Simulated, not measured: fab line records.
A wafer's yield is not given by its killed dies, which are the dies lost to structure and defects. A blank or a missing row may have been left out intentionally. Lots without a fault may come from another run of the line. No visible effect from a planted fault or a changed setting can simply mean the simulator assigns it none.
fab line records :: flow rit_cmos
record
  lots=14
  wafers=42
  last_day=7
route steps=202 shown NRETRO@58
lots that met no fault: from a run of the same line without faults
start_h: hours from the record's first day to the start of the lot's first wafer shown :: wait_h: hours since the lot's step before :: " as in the row above :: L1.1+2: a single row standing in for several wafers :: - value missing, or start not given :: * or withheld: withheld :: < > ~ a bound
route shown NAME@n: a module of which the file shows steps, and the number in the route of the first :: usual: average and standard deviation across the fault-free wafers :: same: alike in all rows :: chamber/n: place in a boat :: sites: readings site by site :: _std_site: the standard deviation of these :: _edge_site: mean of outer sites minus mean of inner sites :: radius_mm: for every site, how far away it sits from the centre of the wafer :: mask NAME#n: copy n :: behind: the tool/chamber that last shaped the wafer :: hold: reason for holding the lot/hours on hold/outcome of the hold :: device: whichever transistor did not switch (one of n, p or np) :: end of line: the tests these same wafers got at the end of their route :: a step given without rows: its recipe and nothing more :: killed: the dies lost at the first sort to structure and to defects; this is not the yield of the wafer :: map: a wafer's dies, x killed, . not, _ none there
set.NAME: setting as actually run; set.NAME@STEP: the setting as run at that earlier step :: model.NAME: the simulator's own value behind a step, which no gauge read
steps of the route over a sample of lots; a table a step, a row a wafer
## steps
# step RIT_NRETRO_DEVELOP_05
# recipe
  resist=NOVOLAK
  develop_time_s=68
  dev_temp_c=23
# usual
  chill_plate_temp_C=23.00/0.11
  develop_time_s=68/0
  developer_temp_C=23.00/0.11
  resist_line_temp_C=23.00/0.12
lot.wafer: L485.2
tool: litho_track-04
chamber: 0
start_h: 39
wait_h: -
chill_plate_temp_C: 23.05
develop_time_s: 68
developer_temp_C: 23.00
resist_line_temp_C: 22.98

lot.wafer: L485.4
tool: litho_track-04
chamber: 0
start_h: 39
wait_h: -
chill_plate_temp_C: 22.95
develop_time_s: 68
developer_temp_C: 23.18
resist_line_temp_C: 22.96

lot.wafer: L485.6
tool: litho_track-04
chamber: 0
start_h: 39
wait_h: -
chill_plate_temp_C: 23.06
develop_time_s: 68
developer_temp_C: 23.00
resist_line_temp_C: 23.07

lot.wafer: L487.1
tool: litho_track-01
chamber: 0
start_h: 46
wait_h: -
chill_plate_temp_C: 23.00
develop_time_s: 68
developer_temp_C: 22.97
resist_line_temp_C: 22.89

lot.wafer: L487.3
tool: litho_track-01
chamber: 0
start_h: 46
wait_h: -
chill_plate_temp_C: 22.99
develop_time_s: 68
developer_temp_C: 22.97
resist_line_temp_C: 22.78

lot.wafer: L487.5
tool: litho_track-01
chamber: 0
start_h: 46
wait_h: -
chill_plate_temp_C: 22.90
develop_time_s: 68
developer_temp_C: 23.02
resist_line_temp_C: 23.00

lot.wafer: L490.1
tool: litho_track-02
chamber: 0
start_h: 61
wait_h: -
chill_plate_temp_C: 22.84
develop_time_s: 68
developer_temp_C: 22.87
resist_line_temp_C: 22.94

lot.wafer: L490.4
tool: litho_track-02
chamber: 0
start_h: 61
wait_h: -
chill_plate_temp_C: 23.04
develop_time_s: 68
developer_temp_C: 23.18
resist_line_temp_C: 22.88

lot.wafer: L490.5
tool: litho_track-02
chamber: 0
start_h: 61
wait_h: -
chill_plate_temp_C: 22.87
develop_time_s: 68
developer_temp_C: 23.03
resist_line_temp_C: 22.86

lot.wafer: L491.1
tool: litho_track-01
chamber: 0
start_h: 66
wait_h: -
chill_plate_temp_C: 22.92
develop_time_s: 68
developer_temp_C: 23.02
resist_line_temp_C: 23.10

lot.wafer: L491.2
tool: litho_track-01
chamber: 0
start_h: 66
wait_h: -
chill_plate_temp_C: 22.92
develop_time_s: 68
developer_temp_C: 22.97
resist_line_temp_C: 23.14

lot.wafer: L491.5
tool: litho_track-01
chamber: 0
start_h: 66
wait_h: -
chill_plate_temp_C: 22.85
develop_time_s: 68
developer_temp_C: 22.84
resist_line_temp_C: 23.11

lot.wafer: L492.1
tool: litho_track-01
chamber: 0
start_h: 73
wait_h: -
chill_plate_temp_C: 23.09
develop_time_s: 68
developer_temp_C: 23.05
resist_line_temp_C: 22.99

lot.wafer: L492.5
tool: litho_track-01
chamber: 0
start_h: 73
wait_h: -
chill_plate_temp_C: 22.98
develop_time_s: 68
developer_temp_C: 22.89
resist_line_temp_C: 23.22

lot.wafer: L492.6
tool: litho_track-01
chamber: 0
start_h: 73
wait_h: -
chill_plate_temp_C: 22.94
develop_time_s: 68
developer_temp_C: 22.90
resist_line_temp_C: 22.97

lot.wafer: L493.1
tool: litho_track-02
chamber: 0
start_h: 80
wait_h: -
chill_plate_temp_C: 22.98
develop_time_s: 68
developer_temp_C: 22.98
resist_line_temp_C: 23.13

lot.wafer: L493.3
tool: litho_track-02
chamber: 0
start_h: 80
wait_h: -
chill_plate_temp_C: 22.89
develop_time_s: 68
developer_temp_C: 23.09
resist_line_temp_C: 22.71

lot.wafer: L493.5
tool: litho_track-02
chamber: 0
start_h: 80
wait_h: -
chill_plate_temp_C: 23.15
develop_time_s: 68
developer_temp_C: 23.04
resist_line_temp_C: 23.03

lot.wafer: L494.1
tool: litho_track-02
chamber: 0
start_h: 80
wait_h: -
chill_plate_temp_C: 23.12
develop_time_s: 68
developer_temp_C: 22.94
resist_line_temp_C: 22.83

lot.wafer: L494.2
tool: litho_track-02
chamber: 0
start_h: 80
wait_h: -
chill_plate_temp_C: 23.03
develop_time_s: 68
developer_temp_C: 22.75
resist_line_temp_C: 22.84

lot.wafer: L494.3
tool: litho_track-02
chamber: 0
start_h: 81
wait_h: -
chill_plate_temp_C: 22.96
develop_time_s: 68
developer_temp_C: 22.95
resist_line_temp_C: 22.87

lot.wafer: L495.2
tool: litho_track-04
chamber: 0
start_h: 89
wait_h: -
chill_plate_temp_C: 23.06
develop_time_s: 68
developer_temp_C: 23.01
resist_line_temp_C: 22.91

lot.wafer: L495.5
tool: litho_track-04
chamber: 0
start_h: 89
wait_h: -
chill_plate_temp_C: 23.13
develop_time_s: 68
developer_temp_C: 23.10
resist_line_temp_C: 23.04

lot.wafer: L495.6
tool: litho_track-04
chamber: 0
start_h: 89
wait_h: -
chill_plate_temp_C: 23.13
develop_time_s: 68
developer_temp_C: 23.07
resist_line_temp_C: 22.88

lot.wafer: L496.3
tool: litho_track-02
chamber: 0
start_h: 93
wait_h: -
chill_plate_temp_C: 23.21
develop_time_s: 68
developer_temp_C: 23.00
resist_line_temp_C: 23.14

lot.wafer: L496.4
tool: litho_track-02
chamber: 0
start_h: 93
wait_h: -
chill_plate_temp_C: 23.00
develop_time_s: 68
developer_temp_C: 23.13
resist_line_temp_C: 23.14

lot.wafer: L496.6
tool: litho_track-02
chamber: 0
start_h: 93
wait_h: -
chill_plate_temp_C: 23.03
develop_time_s: 68
developer_temp_C: 23.09
resist_line_temp_C: 23.19

lot.wafer: L497.1
tool: litho_track-04
chamber: 0
start_h: 94
wait_h: -
chill_plate_temp_C: 23.00
develop_time_s: 68
developer_temp_C: 23.25
resist_line_temp_C: 22.90

lot.wafer: L497.2
tool: litho_track-04
chamber: 0
start_h: 94
wait_h: -
chill_plate_temp_C: 23.04
develop_time_s: 68
developer_temp_C: 23.03
resist_line_temp_C: 22.89

lot.wafer: L497.3
tool: litho_track-04
chamber: 0
start_h: 94
wait_h: -
chill_plate_temp_C: 22.84
develop_time_s: 68
developer_temp_C: 23.15
resist_line_temp_C: 22.96

lot.wafer: L499.4
tool: litho_track-04
chamber: 0
start_h: 107
wait_h: -
chill_plate_temp_C: 23.05
develop_time_s: 68
developer_temp_C: 22.95
resist_line_temp_C: 23.01

lot.wafer: L499.5
tool: litho_track-04
chamber: 0
start_h: 107
wait_h: -
chill_plate_temp_C: 22.83
develop_time_s: 68
developer_temp_C: 22.97
resist_line_temp_C: 23.09

lot.wafer: L499.6
tool: litho_track-04
chamber: 0
start_h: 107
wait_h: -
chill_plate_temp_C: 22.68
develop_time_s: 68
developer_temp_C: 22.92
resist_line_temp_C: 23.10

lot.wafer: L502.1
tool: litho_track-02
chamber: 0
start_h: 128
wait_h: -
chill_plate_temp_C: 22.97
develop_time_s: 68
developer_temp_C: 22.88
resist_line_temp_C: 22.91

lot.wafer: L502.2
tool: litho_track-02
chamber: 0
start_h: 128
wait_h: -
chill_plate_temp_C: 22.96
develop_time_s: 68
developer_temp_C: 22.96
resist_line_temp_C: 23.21

lot.wafer: L502.4
tool: litho_track-02
chamber: 0
start_h: 128
wait_h: -
chill_plate_temp_C: 22.85
develop_time_s: 68
developer_temp_C: 22.91
resist_line_temp_C: 23.01

lot.wafer: L504.4
tool: litho_track-02
chamber: -
start_h: 140
wait_h: -
chill_plate_temp_C: -
develop_time_s: -
developer_temp_C: -
resist_line_temp_C: -

lot.wafer: L504.5
tool: litho_track-02
chamber: -
start_h: 140
wait_h: -
chill_plate_temp_C: -
develop_time_s: -
developer_temp_C: -
resist_line_temp_C: -

lot.wafer: L504.6
tool: litho_track-02
chamber: -
start_h: 140
wait_h: -
chill_plate_temp_C: -
develop_time_s: -
developer_temp_C: -
resist_line_temp_C: -

lot.wafer: L506.1
tool: litho_track-04
chamber: -
start_h: 145
wait_h: -
chill_plate_temp_C: -
develop_time_s: -
developer_temp_C: -
resist_line_temp_C: -

lot.wafer: L506.4
tool: litho_track-04
chamber: -
start_h: 145
wait_h: -
chill_plate_temp_C: -
develop_time_s: -
developer_temp_C: -
resist_line_temp_C: -

lot.wafer: L506.6
tool: litho_track-04
chamber: -
start_h: 145
wait_h: -
chill_plate_temp_C: -
develop_time_s: -
developer_temp_C: -
resist_line_temp_C: -
## key
first_sign
  step=RIT_NRETRO_DEVELOP_05
  reading=tool_record
  direction=missing
effect none on later readings
met_at RIT_NRETRO_DEVELOP_05
struck_lots L504,L506
sort_left_out L504.4,L504.5,L504.6,L506.1,L506.4,L506.6
tester_left_out L504,L506
fault
  kind=skipped_step_whole
  tool=litho_track-02,litho_track-04
  chamber=-
  onset_h=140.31
  steps=RIT_NRETRO_DEVELOP_05
  scope=struck_lots_only
# tester_left_out: of these lots the tester's yield and bins aren't shown, on N5 and GAA mostly nor the transistor test; their killed dies are dies lost to structure and defects alone, not to doping, threshold or leakage, so they don't give the yield
# sort_left_out: the simulated sort isn't trusted on such a fault, so these wafers' sort isn't shown, and their yield isn't known
